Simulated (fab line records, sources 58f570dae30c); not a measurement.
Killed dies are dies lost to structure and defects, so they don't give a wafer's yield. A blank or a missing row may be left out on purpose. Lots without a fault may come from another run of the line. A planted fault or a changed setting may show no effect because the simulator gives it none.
fab line records | flow berkeley_cmos170
record lots=6 wafers=18 last_day=11
route steps=331 shown NWELL@24 PWELL@34
lots that met no fault: from a run of the same line without faults
start_h: hours from the record's first day to the start of the lot's first wafer shown | wait_h: hours since the lot's step before | " the same as in the row above | L1.1+2: a row that stands for several wafers | - no value, or no start given | * or withheld: withheld | < > ~ a bound
route shown NAME@n: a module of which the file shows steps, and the number in the route of the first | usual: mean/standard deviation of fault-free wafers | same: alike in all rows | chamber/n: place in a boat | sites: the reading at each site | _std_site: their standard deviation | _edge_site: outer sites' mean less inner sites' | radius_mm: how far each site lies from the wafer's centre | mask NAME#n: copy n | behind: the tool/chamber that last shaped the wafer | hold: why the lot was held/for how many hours/how that ended | device: the transistor (n, p or np) that didn't switch | end of line: the same wafers' tests at the end of the route | a step without rows: its recipe alone | killed: dies lost to structure and defects at the first sort, not the wafer's yield | map: a wafer's dies, x killed, . not, _ none there
set.NAME: the setting as run; set.NAME@STEP: as run at that earlier step | model.NAME: the simulator's own value behind a step, which no gauge read
lots at some steps of the route; a table a step, a row a wafer
services: from which hour (start_h, from the record's first day; less than 0 if before it) a tool's chamber was out of use, for how many hours, and why
## steps
# step UCB170_NWELL_PEB_10
# recipe peb_temp_c=130 peb_time_s=withheld resist=KrF
# step UCB170_NWELL_DEVELOP_11
# recipe developer=TMAH develop_time_s=45 resist=KrF dev_temp_c=21
# step UCB170_NWELL_OVL_MEAS_12
# usual NWELL_OVL=1/5.9
# columns lot.wafer tool chamber start_h wait_h NWELL_OVL[nm]
L309.1 overlay-01 - 66.52 - -3
L309.2 " - " " -3
L309.3 " - " " -1
L315.1 overlay-01 - 95.50 - -2
L315.2 " - " " 1
L315.3 " - " " -2
L316.1 overlay-02 - 95.61 - -1
L316.5 " - " " 2
L316.6 " - " " -9
L321.2 overlay-02 - 123.14 - 6
L321.3 " - " " -5
L321.6 " - " " -1
L322.1 overlay-02 - 127.35 - 4
L322.2 " - " " 4
L322.3 " - " " 8
L324.1 overlay-01 - 137.31 - -1
L324.3 " - " " 1
L324.6 " - " " -5
# step UCB170_NWELL_ETCH_13
# recipe chemistry=CH3F/Ar/O2 target=Si3N4 stop_on=SiO2 CH3F_flow_sccm=20 Ar_flow_sccm=50 O2_flow_sccm=7 pressure_mtorr=50 rf_w=450 target_depth_a=2464 over_etch_frac=0.1 time_s=154
# usual drypump_motor_current_A=5.6/0.4 oes_product_au=0.940/0.012 throttle_valve_pct=8.03/0.097
# columns lot.wafer tool chamber start_h wait_h drypump_motor_current_A oes_product_au rf_hours_counter_h throttle_valve_pct
L309.1 rie_diel-01 2 66.56 0.0 5.1 0.945 14 7.97
L309.2 " 0 " " 5.8 0.956 72 7.95
L309.3 " 3 " " 5.5 0.933 73 7.95
L315.1 rie_diel-04 1 95.53 0.0 6.6 0.933 81 7.80
L315.2 " 0 " " 5.4 0.926 3 8.20
L315.3 " 3 " " 6.1 0.952 24 8.05
L316.1 rie_diel-01 1 95.65 0.0 5.8 0.950 133 8.07
L316.5 " 1 " " 5.8 0.954 - 8.09
L316.6 " 0 " " 5.8 0.957 - 7.98
L321.2 rie_diel-02 2 123.17 0.0 6.0 0.932 135 7.97
L321.3 " 3 " " 5.5 0.925 10 8.10
L321.6 " 0 " " 5.1 0.931 - 8.13
L322.1 rie_diel-02 3 127.39 0.0 5.4 0.934 10 8.10
L322.2 " 0 " " 5.1 0.946 2 8.13
L322.3 " 1 " " 5.7 0.932 93 8.19
L324.1 rie_diel-02 3 137.35 0.0 5.5 0.937 11 8.10
L324.3 " 2 " " 6.0 0.940 135 7.99
L324.6 " 0 " " 5.1 0.946 - 8.15
# step UCB170_NWELL_IMPLANT_14
# recipe species=P dose_cm2=1e+13 energy_kev=150 tilt_deg=7
# step UCB170_NWELL_STRIP_15
# recipe chemistry=O2 power_w=400 pressure_mtorr=3500 platen_temp_c=withheld o2_flow_sccm=400 overash_fraction=0.5
# usual drypump_motor_current_A=5.42/0.27 oes_product_au=0.721/0.0043 strip_time_to_endpoint_s=18.01/0.077
# columns lot.wafer tool chamber start_h wait_h drypump_motor_current_A oes_product_au rf_hours_counter_h strip_time_to_endpoint_s
L309.1 plasma_asher-03 0 66.81 0.1 5.61 0.730 35 18.03
L309.2 " 1 " " 5.47 0.727 35 17.99
L309.3 " 0 " " 5.62 0.722 - 18.05
L315.1 plasma_asher-01 0 95.79 0.1 5.13 0.714 40 17.94
L315.2 " 1 " " 5.56 0.722 40 17.93
L315.3 " 0 " " 5.13 0.716 - 17.84
L316.1 plasma_asher-03 1 95.90 0.1 5.49 0.720 38 18.18
L316.5 " 1 " " 5.47 0.726 - 18.19
L316.6 " 0 " " 5.59 0.725 - 18.05
L321.2 plasma_asher-02 1 123.42 0.1 4.98 0.726 32 18.05
L321.3 " 0 " " 5.69 0.717 - 18.04
L321.6 " 1 " " 4.97 0.715 - 18.09
L322.1 plasma_asher-02 1 127.64 0.1 4.99 0.723 33 18.05
L322.2 " 0 " " 5.71 0.711 33 18.05
L322.3 " 0 " " 5.71 0.724 - 18.11
L324.1 plasma_asher-02 1 137.60 0.1 4.97 0.712 34 18.00
L324.3 " 0 " " 5.70 0.722 - 17.99
L324.6 " 1 " " 4.97 0.720 - 18.02
# step UCB170_NWELL_TW_MEAS_16
# usual NWELL_TW=1256/7.1
# columns lot.wafer tool chamber start_h wait_h NWELL_TW
L309.1 film_metro-04 - 66.91 0.1 1258
L309.2 " - " " 1263
L309.3 " - " " 1269
L315.1 film_metro-03 - 95.89 0.1 1256
L315.2 " - " " 1258
L315.3 " - " " 1264
L316.1 film_metro-02 - 96.00 0.1 1240
L316.5 " - " " 1239
L316.6 " - " " 1243
L321.2 film_metro-03 - 123.53 0.1 1258
L321.3 " - " " 1261
L321.6 " - " " 1263
L322.1 film_metro-03 - 127.74 0.1 1267
L322.2 " - " " 1262
L322.3 " - " " 1265
L324.1 film_metro-03 - 137.70 0.1 1256
L324.3 " - " " 1257
L324.6 " - " " 1263
# step UCB170_NWELL_CLEAN_17
# recipe chemistry=SPM temp_c=120 time_s=600
# step UCB170_NWELL_WET_ETCH_18
# recipe chemistry=H3PO4 target=Si3N4 temp_c=160 time_s=14400
# step UCB170_NWELL_WET_ETCH_19
# recipe chemistry=BOE dilution=5:1 target=SiO2 temp_c=25 time_s=22
# step UCB170_PWELL_CLEAN_00
# recipe chemistry=SPM temp_c=120 time_s=600
# step UCB170_PWELL_CLEAN_01
# recipe chemistry=dHF dilution=25:1 time_s=60
# step UCB170_PWELL_OXIDATION_02
# recipe temp_c=1000 ambient=O2 target_thk_a=264 ox_time_s=1260
# usual ox_temp_c=1000.0/0.46 ox_temp_c_max=1005.4/1.6 ox_time_s=1260/0 zone_power_source_pct=34/3.3
# columns lot.wafer tool chamber start_h wait_h ox_temp_c ox_temp_c_max ox_time_s zone_power_source_pct
L309.1 furnace-02 0 75.73 3.7 999.8 1005.8 1260 32
L309.2 " 0 " " 999.7 1007.2 1260 33
L309.3 " 0 " " 1001.3 1007.8 1260 33
L316.1 furnace-03 - 104.46 3.8 - - - -
L316.5 " - " " - - - -
L316.6 " - " " - - - -
L315.1 furnace-04 - 107.88 3.3 - - - -
L315.2 " - " " - - - -
L315.3 " - " " - - - -
L321.2 furnace-04 0 135.77 1.9 999.2 1004.0 1260 38
L321.3 " 0 " " 999.4 1003.1 1260 39
L321.6 " 0 " " 999.6 1003.1 1260 38
L322.1 furnace-03 0 140.60 1.9 999.9 1006.1 1260 30
L322.2 " 0 " " 999.7 1005.2 1260 30
L322.3 " 0 " " 999.7 1006.7 1260 30
L324.1 furnace-04 0 146.37 3.5 999.6 1004.3 1260 38
L324.3 " 0 " " 999.4 1002.8 1260 39
L324.6 " 0 " " 999.6 1003.6 1260 38
## services
# columns tool chamber start_h hours kind
rie_diel-02 - 42.96 28.1 pm
furnace-02 - 55.19 3.8 pm
rie_diel-04 1 60.40 15.7 repair
rie_diel-01 2 63.02 1.9 repair
furnace-03 - 71.86 9.9 repair
furnace-04 - 86.90 4.6 pm
rie_diel-01 - 102.55 0.5 repair
rie_diel-04 0 102.96 13.3 repair
furnace-03 - 113.06 3.0 pm
rie_diel-01 - 115.36 2.8 pm
rie_diel-04 - 121.80 10.3 repair
furnace-03 - 133.86 3.8 pm
## key
first_sign step=UCB170_PWELL_OXIDATION_02 reading=tool_record direction=missing
effect none on later readings
met_at UCB170_PWELL_OXIDATION_02
struck_wafers L315.1,L315.2,L315.3,L316.1,L316.5,L316.6
later_rows_left_out L315.1,L315.2,L315.3,L316.1,L316.5,L316.6
sort_left_out L315.1,L315.2,L315.3,L316.1,L316.5,L316.6
tester_left_out L315,L316
fault kind=skipped_step_whole tool=furnace-03,furnace-04 chamber=- onset_h=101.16 steps=UCB170_PWELL_OXIDATION_02 scope=struck_lots_only
# tester_left_out: of these lots the tester's yield and bins aren't shown, on N5 and GAA mostly nor the transistor test; their killed dies are dies lost to structure and defects alone, not to doping, threshold or leakage, so they don't give the yield
# sort_left_out: the simulated sort isn't trusted on such a fault, so these wafers' sort isn't shown, and their yield isn't known
# later_rows_left_out: the simulator's readings of these wafers behind a module that went badly wrong aren't trusted and aren't shown, but for the sort
